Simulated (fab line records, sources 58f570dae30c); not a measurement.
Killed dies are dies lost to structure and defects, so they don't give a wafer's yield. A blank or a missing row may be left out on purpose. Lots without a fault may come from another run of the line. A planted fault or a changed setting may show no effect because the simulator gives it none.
Chamber matching | flow berkeley_cmos170 | UCB170_V2_CMP_02 on cmp-02: 4 sister chambers
The step polishes SiO2. 20 wafers are shown with their chamber, then 10 later ones without.

WAFERS WITH THEIR CHAMBER
wafer  | chamber | motor_current_A (A)
L376.1 | 3       | 17.9
L376.3 | 0       | 13.6
L376.5 | 0       | 14.7
L379.1 | 3       | 17.2
L379.4 | 2       | 15.1
L379.5 | 1       | 13.3
L378.3 | 0       | 14.3
L378.4 | 2       | 15.2
L378.6 | 0       | 15.0
L377.2 | 0       | 13.9
L377.4 | 3       | 17.6
L377.6 | 1       | 13.7
L382.2 | 0       | 13.9
L382.3 | 2       | 15.2
L382.4 | 3       | 17.0
L380.1 | 2       | 15.3
L380.4 | 3       | 17.4
L380.6 | 3       | 17.4
L386.1 | 1       | 13.4
L386.4 | 2       | 15.1

SIGNATURES (means of the wafers above)
reading         | chamber 0 | chamber 1 | chamber 2 | chamber 3 | scatter within a chamber
motor_current_A | 14.233    | 13.467    | 15.180    | 17.417    | 0.357
Rule: a wafer's distance from a chamber is the root of the sum, over the readings, of the square of ((its reading less the chamber's mean) divided by the reading's scatter). The wafer belongs to the nearest chamber; if the next one is less than 2 further off, it can't be placed. The scatter: the root of (the sum of the squares of (reading less its chamber's mean) over the shown wafers, divided by (wafers less chambers)).

WAFERS WITHOUT THEIR CHAMBER
wafer  | motor_current_A (A)
L386.6 | 13.0
L384.1 | 14.1
L384.3 | 15.1
L384.6 | 18.0
L391.2 | 11.9
L391.5 | 14.5
L391.6 | 12.7
L396.2 | 13.2
L396.4 | 16.0
L396.6 | 15.4

WHICH CHAMBER EACH WENT THROUGH
wafer  | from the rows above     | in truth
L386.6 | 1                       | 1
L384.1 | can't be placed: 0 or 1 | 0
L384.3 | 2                       | 2
L384.6 | 3                       | 3
L391.2 | 1                       | 1
L391.5 | can't be placed: 0 or 2 | 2
L391.6 | 1                       | 1
L396.2 | 1                       | 1
L396.4 | can't be placed: 2 or 3 | 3
L396.6 | 2                       | 2
Placed correctly: 7 of 10. Can't be placed from these rows: 3 (the true chamber is among the candidates in 3). Placed wrongly: 0.
